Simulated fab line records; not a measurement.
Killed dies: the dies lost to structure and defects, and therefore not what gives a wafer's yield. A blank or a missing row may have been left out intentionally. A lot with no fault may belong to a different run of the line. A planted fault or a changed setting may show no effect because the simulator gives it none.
fab line records	flow berkeley-cmos170	part 1 of 2: steps 1 to 38 of 44
record lots=6	wafers=18	last-day=12
route steps=331 shown CONTACT@226 M1@238 V1@254 M3@331
lots that met no fault: taken from a fault-free run of the same line
start-h: the number of hours between the record's first day and the start of the first shown wafer of the lot	wait-h: time in hours since the lot's previous step	" identical to the entry in the row above	L1.1+2: a row that stands for several wafers	- either no value or no given start	* or withheld: withheld	< > ~ a bound
route shown NAME@n: a module of which the file shows steps, and the number in the route of the first	usual: mean/standard deviation taken from wafers without a fault	same: alike in all rows	chamber/n: place in a boat	sites: the reading at each site	_std_site: the values' standard deviation	_edge_site: mean of outer sites minus mean of inner sites	radius-mm: how far each site lies from the wafer's centre	mask NAME#n: copy n	behind: the most recent tool/chamber to have shaped the wafer	hold: why the lot was held/for how many hours/how that ended	device: transistor that didn't switch, given as n, p or np	end of line: the route-end tests of the same wafers	where a step has no rows: the recipe by itself	killed: dies that structure and defects cost at the first sort, which is not the same as the wafer's yield	map: dies across one wafer; x = killed, . = not, _ = none there
set.NAME: the setting that was run; set.NAME@STEP: the one run at that earlier step	model.NAME: the simulator's own value behind a step, which no gauge read
a table for each step, a row for each wafer; lots at some steps of the route
services: when a tool's chamber went out of use (start-h, in hours from the record's first day, below 0 if earlier), for how many hours, and the reason
## steps
# step UCB170_CONTACT_COAT_10
# recipe resist=KrF	spin-rpm=1500	resist-thk-nm=900
# step UCB170_CONTACT_SOFTBAKE_11
# recipe resist=KrF	temp-c=130	time-s=60
# step UCB170_CONTACT_EXPOSE_12
# recipe mask-id=CONT	target-cd-nm=700	na=0.5	sigma-outer=0.6	source-shape=conventional	dose-mj=35
# step UCB170_CONTACT_PEB_13
# recipe peb-temp-c=130	peb-time-s=withheld	resist=KrF
# step UCB170_CONTACT_DEVELOP_14
# recipe developer=TMAH	develop-time-s=45	resist=KrF	dev-temp-c=21
# step UCB170_CONTACT_CD_MEAS_15
# recipe target-cd-nm=700
# usual cd-nm=699.7/1.3
lot.wafer	tool	chamber	start-h	wait-h	cd-nm
L908.2	cd-sem-01	-	185.32	-	700.3
L908.3	"	-	"	"	697.6
L908.6	"	-	"	"	697.7
L910.1	cd-sem-01	-	197.17	-	702.4
L910.4	"	-	"	"	702.5
L910.6	"	-	"	"	700.9
L915.1	cd-sem-02	-	234.69	-	700.9
L915.3	"	-	"	"	700.4
L915.6	"	-	"	"	700.8
L916.1	cd-sem-01	-	237.32	-	699.0
L916.3	"	-	"	"	700.0
L916.4	"	-	"	"	699.3
L927.1	cd-sem-01	-	274.36	-	698.8
L927.3	"	-	"	"	697.9
L927.6	"	-	"	"	699.8
L928.1	cd-sem-01	-	277.90	-	702.4
L928.4	"	-	"	"	701.2
L928.6	"	-	"	"	700.9
# step UCB170_CONTACT_OVL_MEAS_16
# usual CONTACT_OVL=-2/4.4
lot.wafer	tool	chamber	start-h	wait-h	CONTACT_OVL[nm]
L908.2	overlay-02	-	185.42	0.1	4
L908.3	"	-	"	"	1
L908.6	"	-	"	"	-6
L910.1	overlay-02	-	197.29	0.1	1
L910.4	"	-	"	"	2
L910.6	"	-	"	"	1
L915.1	overlay-01	-	234.81	0.1	7
L915.3	"	-	"	"	-1
L915.6	"	-	"	"	2
L916.1	overlay-02	-	237.44	0.1	-1
L916.3	"	-	"	"	-3
L916.4	"	-	"	"	-12
L927.1	overlay-01	-	274.48	0.1	1
L927.3	"	-	"	"	-1
L927.6	"	-	"	"	1
L928.1	overlay-01	-	278.02	0.1	2
L928.4	"	-	"	"	-3
L928.6	"	-	"	"	0
# step UCB170_CONTACT_ETCH_17
# recipe chemistry=N2/H2	target-depth-a=withheld	overetch-a=withheld	target=BARC	time-s=withheld	source-w=500	bias-w=100	pressure-mtorr=30	n2-flow-sccm=100	h2-flow-sccm=200
# usual drypump-motor-current-A=5.5/0.5	oes-product-au=1.013/0.024	throttle-valve-pct=13.28/0.2
lot.wafer	tool	chamber	start-h	wait-h	drypump-motor-current-A	oes-product-au	throttle-valve-pct
L908.2	rie-diel-01	2	185.45	0.0	5.1	1.041	13.58
L908.3	"	3	"	"	6.0	0.971	13.44
L908.6	"	1	"	"	6.3	1.003	13.31
L910.1	rie-diel-01	2	197.33	0.0	5.0	1.050	13.58
L910.4	"	3	"	"	6.0	0.974	13.42
L910.6	"	2	"	"	5.0	1.048	13.57
L915.1	rie-diel-03	1	234.85	0.0	4.7	1.054	13.39
L915.3	"	2	"	"	5.5	1.009	13.32
L915.6	"	1	"	"	4.7	1.064	13.39
L916.1	rie-diel-02	2	237.48	0.0	6.4	1.018	13.08
L916.3	"	3	"	"	5.9	1.004	13.19
L916.4	"	0	"	"	5.3	1.031	12.97
L927.1	rie-diel-03	0	274.52	0.0	5.6	0.991	13.11
L927.3	"	1	"	"	4.7	1.054	13.41
L927.6	"	1	"	"	4.8	1.063	13.40
L928.1	rie-diel-03	3	278.06	0.0	5.7	0.975	13.46
L928.4	"	2	"	"	5.5	1.019	13.33
L928.6	"	3	"	"	5.7	0.976	13.48
# step UCB170_CONTACT_ETCH_18
# recipe chemistry=CHF3/CF4/Ar	target=PSG	stop-on=TiSi2	CHF3_flow_sccm=45	cf4-flow-sccm=15	Ar_flow_sccm=150	pressure-mtorr=200	rf-w=700	target-depth-a=8400	over-etch-frac=0.2	time-s=195
# usual drypump-motor-current-A=5.5/0.5	oes-product-au=0.896/0.01	throttle-valve-pct=6.93/0.12
# same over-etch-frac=0.2
lot.wafer	tool	chamber	start-h	wait-h	drypump-motor-current-A	oes-product-au	rf-hours-counter-h	throttle-valve-pct
L908.2	rie-diel-01	2	-	-	5.0	0.906	29	7.09
L908.3	"	3	"	"	5.9	0.897	102	7.03
L908.6	"	1	"	"	6.3	0.892	-	6.84
L910.1	rie-diel-01	2	-	-	5.1	0.899	30	7.10
L910.4	"	3	"	"	5.9	0.886	103	7.03
L910.6	"	2	"	"	5.0	0.900	-	7.10
L915.1	rie-diel-03	1	-	-	4.7	0.911	7	6.96
L915.3	"	2	"	"	5.5	0.904	68	7.06
L915.6	"	1	"	"	4.7	0.916	-	6.94
L916.1	rie-diel-02	2	-	-	6.4	0.891	133	6.74
L916.3	"	3	"	"	5.9	0.901	116	6.90
L916.4	"	0	"	"	5.3	0.905	21	6.80
L927.1	rie-diel-03	0	-	-	5.6	0.890	43	6.76
L927.3	"	1	"	"	4.7	0.922	10	6.96
L927.6	"	1	"	"	4.7	0.915	-	6.96
L928.1	rie-diel-03	3	-	-	5.7	0.888	115	7.15
L928.4	"	2	"	"	5.5	0.895	71	7.06
L928.6	"	3	"	"	5.7	0.879	-	7.14
# step UCB170_CONTACT_STRIP_19
# recipe chemistry=O2	power-w=400	pressure-mtorr=3500	platen-temp-c=withheld	o2-flow-sccm=400	overash-fraction=0.5
# usual drypump-motor-current-A=5.8/0.57	oes-product-au=0.725/0.0042
lot.wafer	tool	chamber	start-h	wait-h	drypump-motor-current-A	oes-product-au	rf-hours-counter-h
L908.2	plasma-asher-01	0	185.62	-	5.6	0.723	44
L908.3	"	1	"	"	5.5	0.722	-
L908.6	"	1	"	"	5.5	0.722	-
L910.1	plasma-asher-02	1	197.50	-	5.6	0.733	49
L910.4	"	1	"	"	5.6	0.715	-
L910.6	"	1	"	"	5.6	0.722	-
L915.1	plasma-asher-04	0	235.01	-	5.1	0.729	14
L915.3	"	0	"	"	5.1	0.728	-
L915.6	"	1	"	"	6.7	0.725	-
L916.1	plasma-asher-01	1	237.64	-	5.5	0.729	50
L916.3	"	1	"	"	5.5	0.725	-
L916.4	"	0	"	"	5.5	0.728	-
L927.1	plasma-asher-04	0	274.68	-	5.1	0.723	19
L927.3	"	1	"	"	6.8	0.720	-
L927.6	"	1	"	"	6.8	0.724	-
L928.1	plasma-asher-04	1	278.22	-	6.7	0.724	20
L928.4	"	1	"	"	6.7	0.730	-
L928.6	"	1	"	"	6.7	0.732	-
# step UCB170_CONTACT_CD_MEAS_90
# recipe target-cd-nm=700
# usual cd-nm=699.9/1.8
lot.wafer	tool	chamber	start-h	wait-h	cd-nm
L908.2	cd-sem-02	-	185.74	0.1	701.7
L908.3	"	-	"	"	697.8
L908.6	"	-	"	"	697.7
L910.1	cd-sem-02	-	197.60	0.1	704.5
L910.4	"	-	"	"	703.2
L910.6	"	-	"	"	702.2
L915.1	cd-sem-01	-	235.11	0.1	703.0
L915.3	"	-	"	"	700.3
L915.6	"	-	"	"	703.1
L916.1	cd-sem-02	-	237.78	0.1	700.3
L916.3	"	-	"	"	698.8
L916.4	"	-	"	"	701.4
L927.1	cd-sem-02	-	274.78	0.1	697.8
L927.3	"	-	"	"	700.0
L927.6	"	-	"	"	702.2
L928.1	cd-sem-01	-	278.32	0.1	701.4
L928.4	"	-	"	"	701.5
L928.6	"	-	"	"	700.0
# step UCB170_CONTACT_CLEAN_20
# recipe chemistry=SPM	temp-c=120	time-s=600
# step UCB170_M1_SPUTTER_00
# recipe material=Al	target-thk-nm=600	time-s=80	power-w=6000	chamber-pressure-pa=0.5
# usual throttle-valve-pct=30.1/0.91
lot.wafer	tool	chamber	start-h	wait-h	throttle-valve-pct	model.Al_of_M1_SPUTTER_00.thk-nm
L908.2	pvd-sputter-03	-	186.01	0.0	30.2	605.3
L908.3	"	-	"	"	29.4	613.4
L908.6	"	-	"	"	29.0	611.5
L910.1	pvd-sputter-02	-	199.60	0.0	29.6	609
L910.4	"	-	"	"	30.5	595.2
L910.6	"	-	"	"	29.7	606.2
L915.1	pvd-sputter-02	-	235.41	0.0	30.4	563.2
L915.3	"	-	"	"	31.1	555.9
L915.6	"	-	"	"	30.5	570.5
L916.1	pvd-sputter-02	-	238.39	0.0	30.2	544.3
L916.3	"	-	"	"	31.4	547.5
L916.4	"	-	"	"	29.7	557.6
L927.1	pvd-sputter-01	-	275.23	0.0	30.4	596.7
L927.3	"	-	"	"	28.5	593
L927.6	"	-	"	"	30.5	597.9
L928.1	pvd-sputter-01	-	278.80	0.0	29.8	592.3
L928.4	"	-	"	"	28.5	590.9
L928.6	"	-	"	"	31.1	603.6
# step UCB170_M1_RS_MEAS_01
# recipe thk-meas-gauge=four-point-probe	reads=Al_of_M1_SPUTTER_00
# usual M1_AL_RS=0.0487/0.00055
lot.wafer	tool	chamber	start-h	wait-h	M1_AL_RS[ohm/sq]
L908.2	film-metro-02	-	186.09	0.1	0.0482
L908.3	"	-	"	"	0.0476
L908.6	"	-	"	"	0.0477
L910.1	film-metro-01	-	199.66	0.0	0.0479
L910.4	"	-	"	"	0.0490
L910.6	"	-	"	"	0.0480
L915.1	film-metro-03	-	235.47	0.0	0.0516
L915.3	"	-	"	"	0.0524
L915.6	"	-	"	"	0.0509
L916.1	film-metro-03	-	238.45	0.0	0.0536
L916.3	"	-	"	"	0.0532
L916.4	"	-	"	"	0.0521
L927.1	film-metro-02	-	275.29	0.0	0.0489
L927.3	"	-	"	"	0.0492
L927.6	"	-	"	"	0.0487
L928.1	film-metro-02	-	278.86	0.0	0.0491
L928.4	"	-	"	"	0.0494
L928.6	"	-	"	"	0.0484
# step UCB170_M1_THK_MEAS_02
# recipe thk-meas-gauge=xrf	reads=Al_of_M1_SPUTTER_00
# usual M1_AL_THK=596/7.1
lot.wafer	tool	chamber	start-h	wait-h	M1_AL_THK[nm]
L908.2	film-metro-02	-	186.20	0.1	599
L908.3	"	-	"	"	612
L908.6	"	-	"	"	609
L910.1	film-metro-01	-	199.78	0.1	607
L910.4	"	-	"	"	590
L910.6	"	-	"	"	603
L915.1	film-metro-03	-	235.59	0.1	559
L915.3	"	-	"	"	555
L915.6	"	-	"	"	571
L916.1	film-metro-03	-	238.57	0.1	542
L916.3	"	-	"	"	546
L916.4	"	-	"	"	556
L927.1	film-metro-02	-	275.41	0.1	597
L927.3	"	-	"	"	591
L927.6	"	-	"	"	597
L928.1	film-metro-02	-	278.98	0.1	594
L928.4	"	-	"	"	592
L928.6	"	-	"	"	605
# step UCB170_M1_COAT_03
# recipe resist=BARC	temp-c=withheld	time-s=withheld	spin-rpm=3000	resist-thk-nm=withheld
# step UCB170_M1_COAT_04
# recipe resist=KrF	spin-rpm=1500	resist-thk-nm=900
# step UCB170_M1_SOFTBAKE_05
# recipe resist=KrF	temp-c=130	time-s=60
# step UCB170_M1_EXPOSE_06
# recipe mask-id=METAL1	target-cd-nm=700	na=0.5	sigma-outer=0.6	source-shape=conventional	dose-mj=21
# step UCB170_M1_PEB_07
# recipe peb-temp-c=130	peb-time-s=withheld	resist=KrF
# step UCB170_M1_DEVELOP_08
# recipe developer=TMAH	develop-time-s=45	resist=KrF	dev-temp-c=21
# step UCB170_M1_CD_MEAS_09
# recipe target-cd-nm=700
# usual cd-nm=700.0/1.2
lot.wafer	tool	chamber	start-h	wait-h	cd-nm
L908.2	cd-sem-01	-	187.73	-	701.3
L908.3	"	-	"	"	700.3
L908.6	"	-	"	"	702.2
L910.1	cd-sem-01	-	201.72	-	698.1
L910.4	"	-	"	"	698.0
L910.6	"	-	"	"	698.1
L915.1	cd-sem-01	-	237.72	-	701.8
L915.3	"	-	"	"	700.7
L915.6	"	-	"	"	700.0
L916.1	cd-sem-02	-	241.19	-	700.0
L916.3	"	-	"	"	700.4
L916.4	"	-	"	"	699.8
L927.1	cd-sem-01	-	277.26	-	701.1
L927.3	"	-	"	"	699.4
L927.6	"	-	"	"	700.6
L928.1	cd-sem-01	-	279.88	-	699.2
L928.4	"	-	"	"	699.9
L928.6	"	-	"	"	699.3
# step UCB170_M1_OVL_MEAS_10
# usual M1_OVL=0/4.3
lot.wafer	tool	chamber	start-h	wait-h	M1_OVL[nm]
L908.2	overlay-01	-	187.84	0.1	-1
L908.3	"	-	"	"	1
L908.6	"	-	"	"	3
L910.1	overlay-02	-	201.84	0.1	0
L910.4	"	-	"	"	-2
L910.6	"	-	"	"	-3
L915.1	overlay-01	-	237.84	0.1	-2
L915.3	"	-	"	"	0
L915.6	"	-	"	"	-1
L916.1	overlay-01	-	241.31	0.1	-2
L916.3	"	-	"	"	-5
L916.4	"	-	"	"	2
L927.1	overlay-01	-	277.38	0.1	-4
L927.3	"	-	"	"	-4
L927.6	"	-	"	"	-1
L928.1	overlay-02	-	280.00	0.1	3
L928.4	"	-	"	"	1
L928.6	"	-	"	"	-2
# step UCB170_M1_ETCH_11
# recipe chemistry=N2/H2	target-depth-a=withheld	overetch-a=withheld	target=BARC	time-s=withheld	source-w=500	bias-w=100	pressure-mtorr=30	n2-flow-sccm=100	h2-flow-sccm=200
# usual drypump-motor-current-A=5.6/0.47	oes-product-au=1.00/0.03	throttle-valve-pct=13.35/0.2
lot.wafer	tool	chamber	start-h	wait-h	drypump-motor-current-A	oes-product-au	throttle-valve-pct
L908.2	rie-diel-01	1	187.87	0.0	6.3	1.02	13.32
L908.3	"	3	"	"	5.9	0.97	13.42
L908.6	"	3	"	"	5.9	0.98	13.43
L910.1	rie-diel-01	3	201.87	0.0	5.9	0.97	13.41
L910.4	"	1	"	"	6.4	1.01	13.32
L910.6	"	1	"	"	6.4	1.01	13.31
L915.1	rie-diel-01	1	237.87	0.0	6.4	1.01	13.33
L915.3	"	2	"	"	5.0	1.04	13.55
L915.6	"	0	"	"	5.1	1.03	13.12
L916.1	rie-diel-03	0	241.34	0.0	5.6	0.97	13.13
L916.3	"	3	"	"	5.7	0.98	13.47
L916.4	"	1	"	"	4.7	1.05	13.40
L927.1	rie-diel-04	3	277.42	0.0	5.7	0.97	13.47
L927.3	"	0	"	"	5.7	1.00	13.58
L927.6	"	0	"	"	5.7	1.00	13.58
L928.1	rie-diel-03	0	280.04	0.0	5.6	0.97	13.12
L928.4	"	2	"	"	5.5	1.02	13.36
L928.6	"	0	"	"	5.6	0.99	13.11
# step UCB170_M1_METAL_ETCH_12
# recipe chemistry=Cl2/BCl3	target=Al	stop-on=PSG	pressure-mtorr=12	target-depth-a=7800	over-etch-frac=0.3	time-s=130	icp-w=600	bias-w=120	Cl2_flow_sccm=90	bcl3-flow-sccm=45
# usual bcl3-flow-sccm=45.00/0.13	drypump-motor-current-A=5.6/0.35	he-backside-leak-sccm=3.46/0.29	oes-product-au=0.860/0.013	throttle-valve-pct=24.46/0.21
# same over-etch-frac=0.3
lot.wafer	tool	chamber	start-h	wait-h	bcl3-flow-sccm	drypump-motor-current-A	he-backside-leak-sccm	oes-product-au	rf-hours-counter-h	throttle-valve-pct
L908.2	rie-metal-03	1	187.91	-	44.82	5.6	3.18	0.869	8	24.43
L908.3	"	1	"	"	45.08	5.6	3.39	0.873	-	24.42
L908.6	"	1	"	"	44.95	5.7	3.40	0.883	-	24.43
L910.1	rie-metal-01	0	201.92	-	45.06	5.1	3.58	0.861	11	24.79
L910.4	"	0	"	"	45.17	5.1	3.54	0.855	-	24.80
L910.6	"	1	"	"	45.03	5.7	3.41	0.874	-	24.13
L915.1	rie-metal-03	1	237.91	-	44.76	5.6	3.60	0.840	10	24.44
L915.3	"	1	"	"	44.82	5.6	3.44	0.827	-	24.45
L915.6	"	0	"	"	45.01	5.3	3.46	0.815	-	24.49
L916.1	rie-metal-03	0	241.39	-	44.83	5.4	3.32	0.804	5	24.48
L916.3	"	1	"	"	45.08	5.6	3.38	0.831	-	24.44
L916.4	"	0	"	"	44.89	5.4	3.59	0.804	-	24.49
L927.1	rie-metal-03	0	277.46	-	44.82	5.3	3.53	0.849	7	24.49
L927.3	"	1	"	"	45.03	5.6	3.35	0.864	-	24.43
L927.6	"	0	"	"	44.78	5.4	3.47	0.848	-	24.47
L928.1	rie-metal-03	1	280.08	-	45.22	5.6	3.65	0.858	11	24.42
L928.4	"	0	"	"	44.90	5.4	3.42	0.841	-	24.47
L928.6	"	1	"	"	44.92	5.6	3.36	0.870	-	24.43
# step UCB170_M1_STRIP_13
# recipe chemistry=O2	power-w=400	pressure-mtorr=3500	platen-temp-c=withheld	o2-flow-sccm=400	overash-fraction=0.5
# usual drypump-motor-current-A=5.8/0.62	oes-product-au=0.720/0.0043
lot.wafer	tool	chamber	start-h	wait-h	drypump-motor-current-A	oes-product-au	rf-hours-counter-h
L908.2	plasma-asher-03	1	188.05	0.1	6.6	0.714	39
L908.3	"	1	"	"	6.6	0.714	-
L908.6	"	0	"	"	5.4	0.720	-
L910.1	plasma-asher-03	1	202.09	0.1	6.6	0.721	41
L910.4	"	0	"	"	5.4	0.721	-
L910.6	"	0	"	"	5.4	0.716	-
L915.1	plasma-asher-03	1	238.05	0.1	6.6	0.725	45
L915.3	"	1	"	"	6.6	0.726	-
L915.6	"	0	"	"	5.4	0.722	-
L916.1	plasma-asher-01	1	241.52	0.1	5.5	0.731	51
L916.3	"	1	"	"	5.5	0.726	-
L916.4	"	0	"	"	5.6	0.720	-
L927.1	plasma-asher-04	1	277.59	0.1	6.7	0.727	20
L927.3	"	1	"	"	6.7	0.720	-
L927.6	"	1	"	"	6.7	0.720	-
L928.1	plasma-asher-04	0	280.21	0.1	5.1	0.714	20
L928.4	"	0	"	"	5.1	0.725	-
L928.6	"	1	"	"	6.8	0.723	-
# step UCB170_M1_CD_MEAS_90
# recipe target-cd-nm=700
# usual cd-nm=699.6/1.7
lot.wafer	tool	chamber	start-h	wait-h	cd-nm
L908.2	cd-sem-01	-	188.17	0.1	700.6
L908.3	"	-	"	"	702.1
L908.6	"	-	"	"	703.1
L910.1	cd-sem-01	-	202.19	0.1	700.3
L910.4	"	-	"	"	697.3
L910.6	"	-	"	"	697.6
L915.1	cd-sem-02	-	238.15	0.1	701.5
L915.3	"	-	"	"	700.4
L915.6	"	-	"	"	698.7
L916.1	cd-sem-01	-	241.62	0.1	701.2
L916.3	"	-	"	"	700.0
L916.4	"	-	"	"	698.9
L927.1	cd-sem-01	-	277.78	0.2	702.1
L927.3	"	-	"	"	701.4
L927.6	"	-	"	"	702.7
L928.1	cd-sem-02	-	280.31	0.1	702.1
L928.4	"	-	"	"	700.8
L928.6	"	-	"	"	702.5
# step UCB170_M1_ANNEAL_14
# recipe temp-c=400	time-s=1200	ambient=forming-gas
# step UCB170_V1_CVD_00
# recipe material=SiO2	target-thk-nm=2000	temp-c=390	precursor=TEOS/O2	time-s=250	rf-w=550	pressure-mtorr=9000
# step UCB170_V1_THK_MEAS_01
# recipe reads=SiO2_of_V1_CVD_00
# usual V1_TEOS_THK=2005/25
lot.wafer	tool	chamber	start-h	wait-h	V1_TEOS_THK[nm]
L908.2	film-metro-02	-	190.77	0.1	1999
L908.3	"	-	"	"	1987
L908.6	"	-	"	"	2025
L910.1	film-metro-03	-	204.95	0.1	1991
L910.4	"	-	"	"	2040
L910.6	"	-	"	"	2026
L915.1	film-metro-04	-	241.01	0.1	1984
L915.3	"	-	"	"	1993
L915.6	"	-	"	"	2019
L916.1	film-metro-02	-	244.01	0.1	1965
L916.3	"	-	"	"	1996
L916.4	"	-	"	"	2017
L927.1	film-metro-03	-	279.39	0.1	1995
L927.3	"	-	"	"	2026
L927.6	"	-	"	"	2042
L928.1	film-metro-04	-	281.92	0.1	1955
L928.4	"	-	"	"	2028
L928.6	"	-	"	"	2023
# step UCB170_V1_CMP_02
# recipe material=SiO2	down-force-psi=6	platen-rpm=60	pad-velocity-m-s=0.75398
# step UCB170_V1_BOW_MEAS_03
# recipe mode=bow
# usual V1_BOW=18/6.5
lot.wafer	tool	chamber	start-h	wait-h	V1_BOW[um]
L908.2	film-metro-04	-	191.14	0.3	27
L908.3	"	-	"	"	20
L908.6	"	-	"	"	10
L910.1	film-metro-02	-	205.31	0.2	23
L910.4	"	-	"	"	12
L910.6	"	-	"	"	3
L915.1	film-metro-02	-	241.37	0.2	16
L915.3	"	-	"	"	28
L915.6	"	-	"	"	15
L916.1	film-metro-02	-	244.37	0.2	16
L916.3	"	-	"	"	18
L916.4	"	-	"	"	17
L927.1	film-metro-04	-	279.75	0.1	5
L927.3	"	-	"	"	21
L927.6	"	-	"	"	18
L928.1	film-metro-02	-	282.28	0.2	30
L928.4	"	-	"	"	26
L928.6	"	-	"	"	24
# step UCB170_V1_THK_MEAS_04
# recipe reads=SiO2_of_V1_CVD_00
# usual V1_POLISHED_THK=1000.2/1.2
lot.wafer	tool	chamber	start-h	wait-h	V1_POLISHED_THK[nm]
L908.2	film-metro-04	-	191.25	0.1	998.3
L908.3	"	-	"	"	999.1
L908.6	"	-	"	"	999.6
L910.1	film-metro-02	-	205.43	0.1	1000.0
L910.4	"	-	"	"	1001.9
L910.6	"	-	"	"	999.2
L915.1	film-metro-02	-	241.49	0.1	999.8
L915.3	"	-	"	"	998.8
L915.6	"	-	"	"	1000.2
L916.1	film-metro-02	-	244.49	0.1	1000.1
L916.3	"	-	"	"	1000.3
L916.4	"	-	"	"	1002.3
L927.1	film-metro-04	-	279.87	0.1	1000.8
L927.3	"	-	"	"	1000.8
L927.6	"	-	"	"	1000.6
L928.1	film-metro-02	-	282.40	0.1	1000.5
L928.4	"	-	"	"	999.9
L928.6	"	-	"	"	1001.7
# step UCB170_V1_CLEAN_05
# recipe chemistry=DIW
# step UCB170_V1_HMDS_06
# recipe prime-time-s=60	prime-temp-c=100
# step UCB170_V1_COAT_07
# recipe resist=KrF	spin-rpm=1500	resist-thk-nm=900
# step UCB170_V1_SOFTBAKE_08
# recipe resist=KrF	temp-c=130	time-s=60
# step UCB170_V1_EXPOSE_09
# recipe mask-id=VIA1	target-cd-nm=700	na=0.5	sigma-outer=0.6	source-shape=conventional	dose-mj=37
## key
first-sign step=UCB170_M1_RS_MEAS_01	reading=M1_AL_RS	direction=up	sigmas=6.6	usual=0.0487	struck=0.0523
effect step=UCB170_M1_THK_MEAS_02	reading=M1_AL_THK	direction=down	sigmas=5.8	usual=596	struck=555
effect step=UCB170_M1_METAL_ETCH_12	reading=oes-product-au	direction=down	sigmas=3	usual=0.860	struck=0.820
model-effect step=UCB170_M1_SPUTTER_00	value=Al_of_M1_SPUTTER_00.thk-nm	without=592.5	struck=556.5
model-effect step=UCB170_V1_ETCH_14	value=Al_of_M1_SPUTTER_00.thk-nm	without=598.8	struck=562.8
model-effect step=UCB170_M3_PROBE_99	value=etest.m1.rs-ohm-sq	without=0.04889	struck=0.05206
met-at UCB170_M1_SPUTTER_00
struck-wafers L915.1,L915.3,L915.6,L916.1,L916.3,L916.4
onset-between 199.60 235.41
fault kind=process-parameter-drift	tool=pvd-sputter-02	chamber=-	onset-h=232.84	steps=UCB170_M1_SPUTTER_00	channel=target-thk-nm	offset=-36	shape=step	end-h=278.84	acts-in=these-recipes-only	stated=600
